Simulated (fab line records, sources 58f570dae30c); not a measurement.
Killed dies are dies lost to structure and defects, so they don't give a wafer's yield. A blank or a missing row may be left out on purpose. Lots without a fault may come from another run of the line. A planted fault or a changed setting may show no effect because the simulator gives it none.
fab line records | flow berkeley_cmos170
record lots=5 wafers=15 last_day=12
route steps=331 shown CONTACT@233 M1@238 V1@254
lots that met no fault: from a run of the same line without faults
start_h: hours from the record's first day to the start of the lot's first wafer shown | wait_h: hours since the lot's step before | " the same as in the row above | L1.1+2: a row that stands for several wafers | - no value, or no start given | * or withheld: withheld | < > ~ a bound
route shown NAME@n: a module of which the file shows steps, and the number in the route of the first | usual: mean/standard deviation of fault-free wafers | same: alike in all rows | chamber/n: place in a boat | sites: the reading at each site | _std_site: their standard deviation | _edge_site: outer sites' mean less inner sites' | radius_mm: how far each site lies from the wafer's centre | mask NAME#n: copy n | behind: the tool/chamber that last shaped the wafer | hold: why the lot was held/for how many hours/how that ended | device: the transistor (n, p or np) that didn't switch | end of line: the same wafers' tests at the end of the route | a step without rows: its recipe alone | killed: dies lost to structure and defects at the first sort, not the wafer's yield | map: a wafer's dies, x killed, . not, _ none there
set.NAME: the setting as run; set.NAME@STEP: as run at that earlier step | model.NAME: the simulator's own value behind a step, which no gauge read
lots at some steps of the route; a table a step, a row a wafer
services: from which hour (start_h, from the record's first day; less than 0 if before it) a tool's chamber was out of use, for how many hours, and why
## steps
# step UCB170_CONTACT_ETCH_17
# recipe chemistry=N2/H2 target_depth_a=withheld overetch_a=withheld target=BARC time_s=withheld source_w=500 bias_w=100 pressure_mtorr=30 n2_flow_sccm=100 h2_flow_sccm=200
# usual drypump_motor_current_A=5.7/0.47 n2_flow_sccm=100.0/0.31 oes_product_au=0.996/0.021 throttle_valve_pct=13.26/0.1
# columns lot.wafer tool chamber start_h wait_h drypump_motor_current_A n2_flow_sccm oes_product_au throttle_valve_pct
L076.1 rie_diel-02 3 189.35 0.0 5.1 99.8 0.993 13.20
L076.5 " 0 " " 5.3 100.5 1.015 13.13
L076.6 " 3 " " 5.1 99.7 0.994 13.19
L082.2 rie_diel-04 3 214.08 0.0 5.6 100.1 0.977 13.35
L082.3 " 0 " " 5.1 99.7 0.996 13.11
L082.6 " 2 " " 5.8 100.2 0.973 13.22
L086.1 rie_diel-03 0 233.28 0.0 6.1 100.0 0.997 13.37
L086.2 " 2 " " 6.2 100.0 0.981 13.19
L086.5 " 2 " " 6.1 99.6 0.988 13.20
L089.3 rie_diel-03 1 255.32 0.0 5.4 99.7 1.016 13.26
L089.4 " 0 " " 6.0 100.4 0.995 13.39
L089.6 " 1 " " 5.4 99.9 1.007 13.24
L092.2 rie_diel-04 0 267.24 0.0 5.1 100.2 0.991 13.12
L092.4 " 2 " " 5.8 100.5 0.965 13.20
L092.6 " 1 " " 6.4 99.6 1.030 13.20
# step UCB170_CONTACT_ETCH_18
# recipe chemistry=CHF3/CF4/Ar target=PSG stop_on=TiSi2 CHF3_flow_sccm=45 cf4_flow_sccm=15 Ar_flow_sccm=150 pressure_mtorr=200 rf_w=700 target_depth_a=8400 over_etch_frac=0.2 time_s=195
# usual cf4_flow_sccm=15.00/0.045 drypump_motor_current_A=5.7/0.47 oes_product_au=0.891/0.016 throttle_valve_pct=6.87/0.074
# columns lot.wafer tool chamber start_h wait_h cf4_flow_sccm drypump_motor_current_A oes_product_au rf_hours_counter_h throttle_valve_pct
L076.1 rie_diel-02 3 - - 15.02 5.1 0.890 119 6.87
L076.5 " 0 " " 15.05 5.3 0.919 - 6.77
L076.6 " 3 " " 14.91 5.1 0.899 - 6.88
L082.2 rie_diel-04 3 - - 14.91 5.6 0.881 100 6.89
L082.3 " 0 " " 15.02 5.1 0.895 5 6.81
L082.6 " 2 " " 15.04 5.8 0.866 - 6.81
L086.1 rie_diel-03 0 - - 14.91 6.1 0.909 4 6.93
L086.2 " 2 " " 15.07 6.2 0.883 24 6.79
L086.5 " 2 " " 15.04 6.2 0.881 - 6.83
L089.3 rie_diel-03 1 - - 14.99 5.4 0.886 25 6.88
L089.4 " 0 " " 15.05 6.1 0.896 5 6.93
L089.6 " 1 " " 15.03 5.4 0.886 - 6.88
L092.2 rie_diel-04 0 - - 15.04 5.1 0.893 7 6.82
L092.4 " 2 " " 15.01 5.8 0.878 52 6.82
L092.6 " 1 " " 15.09 6.4 0.896 - 6.85
# step UCB170_CONTACT_STRIP_19
# recipe chemistry=O2 power_w=400 pressure_mtorr=3500 platen_temp_c=withheld o2_flow_sccm=400 overash_fraction=0.5
# usual drypump_motor_current_A=5.4/0.64 o2_flow_sccm=400.1/1.3 oes_product_au=0.725/0.0045
# columns lot.wafer tool chamber start_h wait_h drypump_motor_current_A o2_flow_sccm oes_product_au rf_hours_counter_h
L076.1 plasma_asher-04 1 189.52 - 5.1 400.8 0.720 43
L076.5 " 1 " " 5.1 399.2 0.729 -
L076.6 " 0 " " 5.2 400.1 0.726 -
L082.2 plasma_asher-02 0 214.24 - 6.7 400.7 0.718 11
L082.3 " 1 " " 5.8 399.2 0.725 -
L082.6 " 1 " " 5.8 399.4 0.722 -
L086.1 plasma_asher-04 1 233.45 - 5.0 400.3 0.730 48
L086.2 " 0 " " 5.2 399.7 0.729 48
L086.5 " 1 " " 5.0 400.2 0.722 -
L089.3 plasma_asher-04 0 255.52 - 5.2 399.7 0.721 -
L089.4 " 1 " " 5.1 400.7 0.720 -
L089.6 " 1 " " 5.0 399.9 0.728 -
L092.2 plasma_asher-04 0 267.41 - 5.2 400.2 0.724 51
L092.4 " 1 " " 5.0 398.3 0.719 -
L092.6 " 0 " " 5.2 400.6 0.726 -
# step UCB170_CONTACT_CD_MEAS_90
# recipe target_cd_nm=700
# usual cd_nm=700.1/1.8
# columns lot.wafer tool chamber start_h wait_h cd_nm
L076.1 cd_sem-01 - 189.62 0.1 703.1
L076.5 " - " " 702.9
L076.6 " - " " 703.1
L082.2 cd_sem-01 - 214.36 0.1 700.8
L082.3 " - " " 701.2
L082.6 " - " " 700.9
L086.1 cd_sem-02 - 233.55 0.1 700.9
L086.2 " - " " 700.6
L086.5 " - " " 700.9
L089.3 cd_sem-02 - 255.62 0.1 699.2
L089.4 " - " " 699.8
L089.6 " - " " 700.2
L092.2 cd_sem-02 - 267.53 0.1 700.4
L092.4 " - " " 697.2
L092.6 " - " " 698.2
# step UCB170_CONTACT_CLEAN_20
# recipe chemistry=SPM temp_c=120 time_s=600
# usual temp_c=120.01/0.14
# columns lot.wafer tool chamber start_h wait_h temp_c
L076.1 wet_bench-01 3 189.74 0.1 120.06
L076.5 " 3 " " 120.15
L076.6 " 3 " " 119.96
L082.2 wet_bench-03 2 214.46 0.1 120.25
L082.3 " 2 " " 120.16
L082.6 " 2 " " 120.29
L086.1 wet_bench-03 0 233.75 0.2 120.11
L086.2 " 0 " " 120.38
L086.5 " 0 " " 120.10
L089.3 wet_bench-03 3 255.79 0.1 120.22
L089.4 " 3 " " 120.11
L089.6 " 3 " " 120.19
L092.2 wet_bench-03 0 267.63 0.1 119.90
L092.4 " 0 " " 119.93
L092.6 " 0 " " 119.94
# step UCB170_M1_SPUTTER_00
# recipe material=Al target_thk_nm=600 time_s=80 power_w=5902 chamber_pressure_pa=0.5
# usual throttle_valve_pct=30.4/1
# columns lot.wafer tool chamber start_h wait_h throttle_valve_pct
L076.1 pvd_sputter-04 - 189.92 0.0 30.4
L076.5 " - " " 27.9
L076.6 " - " " 30.3
L082.2 pvd_sputter-02 - 214.64 0.0 31.7
L082.3 " - " " 31.0
L082.6 " - " " 31.2
L086.1 pvd_sputter-02 - 233.92 0.0 30.6
L086.2 " - " " 30.5
L086.5 " - " " 30.6
L089.3 pvd_sputter-04 - 255.98 0.0 30.1
L089.4 " - " " 27.8
L089.6 " - " " 29.1
L092.2 pvd_sputter-02 - 267.82 0.0 31.6
L092.4 " - " " 30.7
L092.6 " - " " 30.3
# step UCB170_M1_RS_MEAS_01
# recipe thk_meas_gauge=four-point-probe reads=Al_of_M1_SPUTTER_00
# usual M1_AL_RS=0.0495/0.00051
# columns lot.wafer tool chamber start_h wait_h M1_AL_RS[ohm/sq]
L076.1 film_metro-02 - 189.98 0.0 0.0502
L076.5 " - " " 0.0509
L076.6 " - " " 0.0505
L082.2 film_metro-02 - 214.72 0.1 0.0495
L082.3 " - " " 0.0490
L082.6 " - " " 0.0492
L086.1 film_metro-01 - 233.99 0.0 0.0502
L086.2 " - " " 0.0492
L086.5 " - " " 0.0499
L089.3 film_metro-02 - 256.08 0.1 0.0500
L089.4 " - " " 0.0503
L089.6 " - " " 0.0503
L092.2 film_metro-02 - 267.90 0.1 0.0490
L092.4 " - " " 0.0490
L092.6 " - " " 0.0495
# step UCB170_M1_THK_MEAS_02
# recipe thk_meas_gauge=xrf reads=Al_of_M1_SPUTTER_00
# usual M1_AL_THK=593/6.9
# columns lot.wafer tool chamber start_h wait_h M1_AL_THK[nm]
L076.1 film_metro-02 - 190.10 0.1 585
L076.5 " - " " 574
L076.6 " - " " 582
L082.2 film_metro-02 - 214.83 0.1 590
L082.3 " - " " 602
L082.6 " - " " 600
L086.1 film_metro-01 - 234.11 0.1 585
L086.2 " - " " 597
L086.5 " - " " 591
L089.3 film_metro-02 - 256.18 0.1 588
L089.4 " - " " 580
L089.6 " - " " 581
L092.2 film_metro-02 - 268.01 0.1 597
L092.4 " - " " 601
L092.6 " - " " 596
# step UCB170_M1_COAT_03
# recipe resist=BARC temp_c=withheld time_s=withheld spin_rpm=3000 resist_thk_nm=withheld
# columns lot.wafer tool chamber start_h wait_h
L076.1+5+6 litho_track-03 0 191.25 1.1
L082.2+3+6 litho_track-04 0 214.90 0.1
L086.1+2+5 litho_track-03 0 234.33 0.2
L089.3+4+6 litho_track-03 0 256.68 0.5
L092.2+4+6 litho_track-01 0 268.08 0.1
# step UCB170_M1_COAT_04
# recipe resist=KrF spin_rpm=1500 resist_thk_nm=900
# columns lot.wafer tool chamber start_h wait_h
L076.1+5+6 litho_track-03 0 - -
L082.2+3+6 litho_track-04 0 - -
L086.1+2+5 litho_track-03 0 - -
L089.3+4+6 litho_track-03 0 - -
L092.2+4+6 litho_track-01 0 - -
# step UCB170_M1_SOFTBAKE_05
# recipe resist=KrF temp_c=130 time_s=60
# columns lot.wafer tool chamber start_h wait_h
L076.1+5+6 litho_track-03 0 - -
L082.2+3+6 litho_track-04 0 - -
L086.1+2+5 litho_track-03 0 - -
L089.3+4+6 litho_track-03 0 - -
L092.2+4+6 litho_track-01 0 - -
# step UCB170_M1_EXPOSE_06
# recipe mask_id=METAL1 target_cd_nm=700 na=0.5 sigma_outer=0.6 source_shape=conventional dose_mj=21
# columns lot.wafer tool chamber start_h wait_h mask
L076.1+5+6 krf_scanner-02 0 191.83 - METAL1#0
L082.2+3+6 krf_scanner-02 0 215.47 - METAL1#0
L086.1+2+5 krf_scanner-01 0 234.99 - METAL1#0
L089.3+4+6 krf_scanner-01 0 257.12 - METAL1#0
L092.2+4+6 krf_scanner-02 0 268.65 - METAL1#0
# step UCB170_M1_PEB_07
# recipe peb_temp_c=130 peb_time_s=withheld resist=KrF
# columns lot.wafer tool chamber start_h wait_h
L076.1+5+6 litho_track-01 0 192.04 0.2
L082.2+3+6 litho_track-04 0 215.84 0.3
L086.1+2+5 litho_track-03 0 235.11 0.1
L089.3+4+6 litho_track-04 0 257.62 0.5
L092.2+4+6 litho_track-04 0 268.77 0.1
# step UCB170_M1_DEVELOP_08
# recipe developer=TMAH develop_time_s=45 resist=KrF dev_temp_c=21
# columns lot.wafer tool chamber start_h wait_h
L076.1+5+6 litho_track-01 0 - -
L082.2+3+6 litho_track-04 0 - -
L086.1+2+5 litho_track-03 0 - -
L089.3+4+6 litho_track-04 0 - -
L092.2+4+6 litho_track-04 0 - -
# step UCB170_M1_CD_MEAS_09
# recipe target_cd_nm=700
# usual cd_nm=700.2/1.7
# columns lot.wafer tool chamber start_h wait_h cd_nm
L076.1 cd_sem-01 - 192.32 - 701.0
L076.5 " - " " 700.2
L076.6 " - " " 699.9
L082.2 cd_sem-02 - 216.11 - 701.1
L082.3 " - " " 702.8
L082.6 " - " " 702.1
L086.1 cd_sem-02 - 235.39 - 699.8
L086.2 " - " " 698.3
L086.5 " - " " 699.4
L089.3 cd_sem-01 - 257.89 - 700.7
L089.4 " - " " 699.9
L089.6 " - " " 700.4
L092.2 cd_sem-02 - 269.04 - 701.7
L092.4 " - " " 702.0
L092.6 " - " " 701.6
# step UCB170_M1_OVL_MEAS_10
# usual M1_OVL=-3/4.8
# columns lot.wafer tool chamber start_h wait_h M1_OVL[nm]
L076.1 overlay-01 - 192.44 0.1 -7
L076.5 " - " " -10
L076.6 " - " " -10
L082.2 overlay-01 - 216.22 0.1 -7
L082.3 " - " " -2
L082.6 " - " " -8
L086.1 overlay-01 - 235.51 0.1 2
L086.2 " - " " 7
L086.5 " - " " 3
L089.3 overlay-02 - 257.98 0.1 2
L089.4 " - " " -4
L089.6 " - " " -5
L092.2 overlay-02 - 269.15 0.1 -10
L092.4 " - " " -6
L092.6 " - " " -7
# step UCB170_M1_ETCH_11
# recipe chemistry=N2/H2 target_depth_a=withheld overetch_a=withheld target=BARC time_s=withheld source_w=500 bias_w=100 pressure_mtorr=30 n2_flow_sccm=100 h2_flow_sccm=200
# usual drypump_motor_current_A=5.6/0.54 n2_flow_sccm=99.95/0.28 oes_product_au=0.993/0.016 throttle_valve_pct=13.29/0.12
# columns lot.wafer tool chamber start_h wait_h drypump_motor_current_A n2_flow_sccm oes_product_au throttle_valve_pct
L076.1 rie_diel-04 2 192.47 0.0 5.8 99.85 0.975 13.22
L076.5 " 2 " " 5.8 100.01 0.970 13.23
L076.6 " 1 " " 6.4 99.79 1.015 13.19
L082.2 rie_diel-04 2 216.25 0.0 5.8 100.28 0.966 13.21
L082.3 " 0 " " 5.1 100.16 0.995 13.12
L082.6 " 0 " " 5.1 99.81 0.990 13.11
L086.1 rie_diel-03 2 235.54 0.0 6.1 100.38 0.978 13.20
L086.2 " 0 " " 6.1 99.88 1.001 13.38
L086.5 " 2 " " 6.1 99.95 0.979 13.19
L089.3 rie_diel-01 0 258.00 0.0 5.8 99.73 1.008 13.29
L089.4 " 3 " " 6.1 100.25 0.989 13.39
L089.6 " 3 " " 6.1 99.79 0.994 13.39
L092.2 rie_diel-01 3 269.18 0.0 6.1 100.17 0.990 13.38
L092.4 " 2 " " 4.9 99.44 0.981 13.51
L092.6 " 0 " " 5.8 99.83 1.007 13.29
# step UCB170_M1_METAL_ETCH_12
# recipe chemistry=Cl2/BCl3 target=Al stop_on=PSG pressure_mtorr=12 target_depth_a=7800 over_etch_frac=0.3 time_s=130 icp_w=600 bias_w=120 Cl2_flow_sccm=90 bcl3_flow_sccm=45
# usual drypump_motor_current_A=5.85/0.26 oes_product_au=0.847/0.021 throttle_valve_pct=24.31/0.15
# columns lot.wafer tool chamber start_h wait_h drypump_motor_current_A oes_product_au rf_hours_counter_h throttle_valve_pct
L076.1 rie_metal-01 0 192.51 - 5.91 0.855 2 24.30
L076.5 " 1 " " 5.90 0.819 - 24.04
L076.6 " 0 " " 5.91 0.858 - 24.31
L082.2 rie_metal-04 1 216.29 - 6.09 0.855 9 24.48
L082.3 " 1 " " 6.09 0.861 - 24.50
L082.6 " 0 " " 5.78 0.825 - 24.30
L086.1 rie_metal-04 1 235.58 - 6.08 0.832 10 24.51
L086.2 " 0 " " 5.78 0.820 11 24.30
L086.5 " 1 " " 6.10 0.840 - 24.49
L089.3 rie_metal-02 0 258.09 - 5.34 0.873 - 24.26
L089.4 " 1 " " 6.16 0.857 - 24.52
L089.6 " 1 " " 6.17 0.862 - 24.51
L092.2 rie_metal-02 1 269.22 - 6.17 0.876 1 24.52
L092.4 " 1 " " 6.16 0.875 - 24.51
L092.6 " 1 " " 6.17 0.871 - 24.51
# step UCB170_M1_STRIP_13
# recipe chemistry=O2 power_w=400 pressure_mtorr=3500 platen_temp_c=withheld o2_flow_sccm=400 overash_fraction=0.5
# usual drypump_motor_current_A=5.4/0.53 o2_flow_sccm=400.0/1.2 oes_product_au=0.721/0.0042
# columns lot.wafer tool chamber start_h wait_h drypump_motor_current_A o2_flow_sccm oes_product_au rf_hours_counter_h
L076.1 plasma_asher-01 1 192.65 0.1 6.0 400.2 0.718 40
L076.5 " 1 " " 6.0 400.9 0.713 -
L076.6 " 0 " " 6.1 399.5 0.719 -
L082.2 plasma_asher-01 0 216.42 0.1 6.2 398.4 0.718 43
L082.3 " 1 " " 6.0 400.3 0.717 -
L082.6 " 1 " " 6.0 401.6 0.723 -
L086.1 plasma_asher-04 1 235.72 0.1 5.0 401.1 0.720 48
L086.2 " 0 " " 5.2 398.9 0.718 48
L086.5 " 0 " " 5.2 400.4 0.719 -
L089.3 plasma_asher-03 0 258.21 0.1 4.8 401.6 0.723 -
L089.4 " 1 " " 4.8 398.0 0.719 -
L089.6 " 0 " " 4.9 399.5 0.720 -
L092.2 plasma_asher-01 0 269.36 0.1 6.2 404.2 0.726 49
L092.4 " 0 " " 6.2 400.4 0.721 -
L092.6 " 1 " " 6.0 400.8 0.721 -
# step UCB170_M1_CD_MEAS_90
# recipe target_cd_nm=700
# usual cd_nm=700.4/2.5
# columns lot.wafer tool chamber start_h wait_h cd_nm
L076.1 cd_sem-02 - 192.75 0.1 700.4
L076.5 " - " " 697.5
L076.6 " - " " 699.4
L082.2 cd_sem-01 - 216.54 0.1 700.8
L082.3 " - " " 702.9
L082.6 " - " " 702.8
L086.1 cd_sem-02 - 235.82 0.1 699.2
L086.2 " - " " 700.2
L086.5 " - " " 700.0
L089.3 cd_sem-02 - 258.32 0.1 700.1
L089.4 " - " " 699.3
L089.6 " - " " 701.9
L092.2 cd_sem-01 - 269.48 0.1 703.3
L092.4 " - " " 703.3
L092.6 " - " " 703.5
# step UCB170_M1_ANNEAL_14
# recipe temp_c=400 time_s=1200 ambient=forming_gas
# usual spike_tc_load_C=416.5/0.99
# columns lot.wafer tool chamber start_h wait_h spike_tc_load_C
L076.1 furnace-03 0 192.87 0.1 417.0
L076.5 " 0 " " 416.3
L076.6 " 0 " " 415.6
L082.2 furnace-03 0 216.64 0.1 415.4
L082.3 " 0 " " 415.2
L082.6 " 0 " " 415.6
L086.1 furnace-03 0 236.30 0.5 416.4
L086.2 " 0 " " 417.1
L086.5 " 0 " " 416.5
L089.3 furnace-03 0 259.24 0.9 416.5
L089.4 " 0 " " 415.3
L089.6 " 0 " " 416.3
L092.2 furnace-03 0 269.58 0.1 415.1
L092.4 " 0 " " 416.4
L092.6 " 0 " " 416.3
# step UCB170_V1_CVD_00
# recipe material=SiO2 target_thk_nm=2000 temp_c=390 precursor=TEOS/O2 time_s=250 rf_w=550 pressure_mtorr=9000
# usual heater_power_w=262/49
# columns lot.wafer tool chamber start_h wait_h heater_power_w
L076.1 pecvd-03 0 194.20 0.0 326
L076.5 " 1 " " 238
L076.6 " 2 " " 189
L082.2 pecvd-02 0 217.98 0.0 225
L082.3 " 1 " " 283
L082.6 " 1 " " 223
L086.1 pecvd-03 1 237.79 0.2 291
L086.2 " 2 " " 257
L086.5 " 2 " " 185
L089.3 pecvd-01 0 260.65 0.1 379
L089.4 " 2 " " 179
L089.6 " 0 " " 269
L092.2 pecvd-03 0 270.91 0.0 345
L092.4 " 1 " " 231
L092.6 " 2 " " 185
# step UCB170_V1_THK_MEAS_01
# recipe reads=SiO2_of_V1_CVD_00
# usual V1_TEOS_THK=1999/25
# columns lot.wafer tool chamber start_h wait_h V1_TEOS_THK[nm]
L076.1 film_metro-03 - 194.36 0.1 1995
L076.5 " - " " 2034
L076.6 " - " " 2012
L082.2 film_metro-04 - 218.14 0.1 1985
L082.3 " - " " 1954
L082.6 " - " " 1990
L086.1 film_metro-03 - 237.95 0.1 2001
L086.2 " - " " 1968
L086.5 " - " " 2005
L089.3 film_metro-04 - 260.83 0.1 2022
L089.4 " - " " 2015
L089.6 " - " " 1976
L092.2 film_metro-01 - 271.08 0.1 2008
L092.4 " - " " 2011
L092.6 " - " " 1997
# step UCB170_V1_CMP_02
# recipe material=SiO2 down_force_psi=6 platen_rpm=60 pad_velocity_m_s=0.75398
# usual motor_current_A=16.0/2.1
# columns lot.wafer tool chamber start_h wait_h motor_current_A
L076.1 cmp-01 3 194.57 0.2 16.1
L076.5 " 0 " " 18.0
L076.6 " 1 " " 20.8
L082.2 cmp-01 3 218.19 0.0 15.9
L082.3 " 0 " " 18.0
L082.6 " 3 " " 15.9
L086.2 cmp-01 1 238.15 0.2 19.7
L086.1 " 3 " " 16.0
L086.5 " 2 " " 15.0
L089.4 cmp-01 3 260.87 0.0 16.2
L089.3 " 0 " " 17.4
L089.6 " 0 " " 17.5
L092.2 cmp-01 0 271.18 0.1 16.6
L092.4 " 2 " " 14.8
L092.6 " 3 " " 15.2
# step UCB170_V1_BOW_MEAS_03
# recipe mode=bow
# usual V1_BOW=19/6.9
# columns lot.wafer tool chamber start_h wait_h V1_BOW[um]
L076.1 film_metro-03 - 194.72 0.1 6
L076.5 " - " " 19
L076.6 " - " " 2
L082.2 film_metro-03 - 218.51 0.3 25
L082.3 " - " " 19
L082.6 " - " " 17
L086.1 film_metro-04 - 238.45 0.1 20
L086.2 " - " " 15
L086.5 " - " " 7
L089.3 film_metro-01 - 261.21 0.2 27
L089.4 " - " " 25
L089.6 " - " " 24
L092.2 film_metro-03 - 271.45 0.2 21
L092.4 " - " " 22
L092.6 " - " " 16
# step UCB170_V1_THK_MEAS_04
# recipe reads=SiO2_of_V1_CVD_00
# usual V1_POLISHED_THK=1000.3/1
# columns lot.wafer tool chamber start_h wait_h V1_POLISHED_THK[nm]
L076.1 film_metro-03 - 194.84 0.1 1002.0
L076.5 " - " " 1001.1
L076.6 " - " " 999.7
L082.2 film_metro-03 - 218.62 0.1 999.7
L082.3 " - " " 1000.3
L082.6 " - " " 999.6
L086.1 film_metro-04 - 238.57 0.1 1002.2
L086.2 " - " " 1002.5
L086.5 " - " " 1001.6
L089.3 film_metro-01 - 261.31 0.1 1001.6
L089.4 " - " " 1001.9
L089.6 " - " " 1000.4
L092.2 film_metro-03 - 271.56 0.1 1000.9
L092.4 " - " " 999.8
L092.6 " - " " 999.6
# step UCB170_V1_CLEAN_05
# recipe chemistry=DIW
# columns lot.wafer tool chamber start_h wait_h
L076.1+5+6 wet_bench-01 1 195.18 0.3
L082.2+3+6 wet_bench-01 2 221.56 2.9
L086.1+2+5 wet_bench-02 0 239.32 0.7
L089.3+4+6 wet_bench-01 0 261.36 0.0
L092.2+4+6 wet_bench-01 1 271.61 0.0
# step UCB170_V1_HMDS_06
# recipe prime_time_s=60 prime_temp_c=100
# columns lot.wafer tool chamber start_h wait_h
L076.1+5+6 litho_track-04 0 195.35 0.0
L082.2+3+6 litho_track-04 0 221.86 0.1
L086.1+2+5 litho_track-01 0 239.72 0.2
L089.3+4+6 litho_track-02 0 262.05 0.5
L092.2+4+6 litho_track-04 0 271.90 0.1
# step UCB170_V1_COAT_07
# recipe resist=KrF spin_rpm=1537 resist_thk_nm=900
# columns lot.wafer tool chamber start_h wait_h
L076.1+5+6 litho_track-04 0 195.50 0.1
L082.2+3+6 litho_track-04 0 222.01 0.1
L086.1+2+5 litho_track-01 0 239.87 0.1
L089.3+4+6 litho_track-02 0 262.20 0.1
L092.2+4+6 litho_track-04 0 272.05 0.1
# step UCB170_V1_SOFTBAKE_08
# recipe resist=KrF temp_c=130 time_s=60
# columns lot.wafer tool chamber start_h wait_h
L076.1+5+6 litho_track-04 0 195.65 0.1
L082.2+3+6 litho_track-04 0 222.16 0.1
L086.1+2+5 litho_track-01 0 240.02 0.1
L089.3+4+6 litho_track-02 0 262.35 0.1
L092.2+4+6 litho_track-04 0 272.20 0.1
# step UCB170_V1_EXPOSE_09
# recipe mask_id=VIA1 target_cd_nm=700 na=0.5 sigma_outer=0.6 source_shape=conventional dose_mj=37
# columns lot.wafer tool chamber start_h wait_h mask
L076.1+5+6 krf_scanner-01 0 196.16 0.5 VIA1#0
L082.2+3+6 krf_scanner-02 0 222.39 0.2 VIA1#0
L086.1+2+5 krf_scanner-02 0 240.29 0.2 VIA1#0
L089.3+4+6 krf_scanner-02 0 262.49 0.1 VIA1#0
L092.2+4+6 krf_scanner-01 0 272.47 0.2 VIA1#0
# step UCB170_V1_PEB_10
# recipe peb_temp_c=130 peb_time_s=withheld resist=KrF
# columns lot.wafer tool chamber start_h wait_h
L076.1+5+6 litho_track-01 0 196.70 0.5
L082.2+3+6 litho_track-04 0 222.58 0.2
L086.1+2+5 litho_track-04 0 240.41 0.1
L089.3+4+6 litho_track-04 0 262.63 0.1
L092.2+4+6 litho_track-02 0 272.59 0.1
# step UCB170_V1_DEVELOP_11
# recipe developer=TMAH develop_time_s=45 resist=KrF dev_temp_c=21
# columns lot.wafer tool chamber start_h wait_h
L076.1+5+6 litho_track-01 0 - -
L082.2+3+6 litho_track-04 0 - -
L086.1+2+5 litho_track-04 0 - -
L089.3+4+6 litho_track-04 0 - -
L092.2+4+6 litho_track-02 0 - -
# step UCB170_V1_CD_MEAS_12
# recipe target_cd_nm=700
# usual cd_nm=700.3/1.6
# columns lot.wafer tool chamber start_h wait_h cd_nm
L076.1 cd_sem-01 - 196.98 - 703.1
L076.5 " - " " 700.9
L076.6 " - " " 702.5
L082.2 cd_sem-02 - 222.85 - 700.7
L082.3 " - " " 700.4
L082.6 " - " " 698.8
L086.1 cd_sem-01 - 240.68 - 699.2
L086.2 " - " " 699.2
L086.5 " - " " 699.5
L089.3 cd_sem-02 - 262.89 - 702.1
L089.4 " - " " 701.4
L089.6 " - " " 701.5
L092.2 cd_sem-01 - 272.86 - 698.3
L092.4 " - " " 697.9
L092.6 " - " " 698.5
# step UCB170_V1_OVL_MEAS_13
# usual V1_OVL=-1/5.6
# columns lot.wafer tool chamber start_h wait_h V1_OVL[nm]
L076.1 overlay-01 - 197.10 0.1 -2
L076.5 " - " " -3
L076.6 " - " " -3
L082.2 overlay-02 - 222.96 0.1 -8
L082.3 " - " " -4
L082.6 " - " " -11
L086.1 overlay-01 - 240.80 0.1 6
L086.2 " - " " 0
L086.5 " - " " -1
L089.3 overlay-02 - 262.98 0.1 10
L089.4 " - " " 7
L089.6 " - " " 8
L092.2 overlay-02 - 272.97 0.1 6
L092.4 " - " " 6
L092.6 " - " " 6
# step UCB170_V1_ETCH_14
# recipe chemistry=CHF3/CF4/Ar target=SiO2 stop_on=Al CHF3_flow_sccm=45 cf4_flow_sccm=15 Ar_flow_sccm=150 pressure_mtorr=200 rf_w=700 target_depth_a=12500 over_etch_frac=0.25 time_s=291
# usual cf4_flow_sccm=15.00/0.047 drypump_motor_current_A=5.5/0.49 oes_product_au=0.870/0.015 throttle_valve_pct=6.91/0.09
# columns lot.wafer tool chamber start_h wait_h cf4_flow_sccm drypump_motor_current_A oes_product_au rf_hours_counter_h throttle_valve_pct
L076.1 rie_diel-04 2 197.13 0.0 15.02 5.8 0.857 48 6.82
L076.5 " 0 " " 14.99 5.1 0.872 - 6.85
L076.6 " 1 " " 15.03 6.4 0.882 - 6.86
L082.2 rie_diel-04 3 222.99 0.0 14.92 5.6 0.853 101 6.95
L082.3 " 0 " " 15.02 5.1 0.869 5 6.85
L082.6 " 0 " " 14.99 5.1 0.870 - 6.84
L086.1 rie_diel-01 1 240.84 0.0 14.99 4.7 0.886 51 6.83
L086.2 " 2 " " 14.99 4.8 0.846 2 7.14
L086.5 " 0 " " 15.07 5.7 0.884 - 6.92
L089.3 rie_diel-02 1 263.01 0.0 14.95 5.1 0.861 95 6.97
L089.4 " 2 " " 14.92 5.2 0.898 83 7.00
L089.6 " 0 " " 14.93 5.3 0.891 - 6.78
L092.2 rie_diel-04 3 273.00 0.0 15.03 5.6 0.859 103 6.94
L092.4 " 1 " " 14.98 6.4 0.879 22 6.86
L092.6 " 0 " " 15.11 5.1 0.868 - 6.84
# step UCB170_V1_STRIP_15
# recipe chemistry=O2 power_w=400 pressure_mtorr=3500 platen_temp_c=withheld o2_flow_sccm=400 overash_fraction=0.5
# usual drypump_motor_current_A=5.9/0.56 o2_flow_sccm=399.9/1.1 oes_product_au=0.721/0.0043 strip_time_to_endpoint_s=15.03/0.084
# columns lot.wafer tool chamber start_h wait_h drypump_motor_current_A o2_flow_sccm oes_product_au rf_hours_counter_h strip_time_to_endpoint_s
L076.1 plasma_asher-01 0 197.31 0.1 6.2 401.1 0.720 41 15.09
L076.5 " 1 " " 6.0 400.8 0.725 - 15.08
L076.6 " 0 " " 6.2 401.6 0.718 - 15.09
L082.2 plasma_asher-01 1 223.17 0.1 6.0 400.2 0.721 43 15.10
L082.3 " 1 " " 6.0 401.5 0.715 - 15.07
L082.6 " 0 " " 6.2 401.4 0.716 - 15.08
L086.1 plasma_asher-02 0 241.02 0.1 6.7 401.6 0.726 13 15.00
L086.2 " 1 " " 5.8 401.4 0.728 13 14.97
L086.5 " 1 " " 5.8 400.1 0.721 - 15.01
L089.3 plasma_asher-02 0 263.22 0.1 6.7 398.7 0.719 - 14.90
L089.4 " 1 " " 5.8 400.5 0.721 - 14.93
L089.6 " 0 " " 6.7 398.1 0.718 - 14.91
L092.2 plasma_asher-04 1 273.18 0.1 5.0 400.1 0.719 52 15.04
L092.4 " 1 " " 5.0 400.4 0.733 - 14.86
L092.6 " 0 " " 5.2 400.3 0.725 - 14.86
## services
# columns tool chamber start_h hours kind
rie_diel-02 3 165.48 1.7 repair
rie_diel-01 - 165.74 0.6 repair
wet_bench-02 - 170.18 1.6 repair
rie_diel-03 0 170.99 4.4 repair
pecvd-01 0 177.80 10.7 repair
krf_scanner-01 - 178.02 6.8 repair
rie_diel-04 2 178.08 5.1 repair
plasma_asher-04 - 178.22 1.9 repair
plasma_asher-03 - 187.36 4.3 repair
pecvd-01 - 198.34 2.8 pm
rie_diel-01 - 202.24 2.8 pm
rie_diel-01 1 205.96 8.2 repair
rie_diel-04 1 205.99 17.1 repair
pecvd-03 - 214.68 2.4 repair
rie_diel-02 0 227.31 8.3 repair
pecvd-01 0 228.65 3.9 repair
rie_diel-03 3 231.33 10.4 repair
pecvd-02 1 231.65 3.7 repair
cmp-01 - 232.00 4.0 pm
pecvd-03 - 238.23 5.6 repair
krf_scanner-01 - 242.87 1.0 pm
krf_scanner-01 - 243.87 1.3 pm
krf_scanner-01 - 245.17 0.8 pm
krf_scanner-02 - 252.93 3.6 pm
## key
fault none
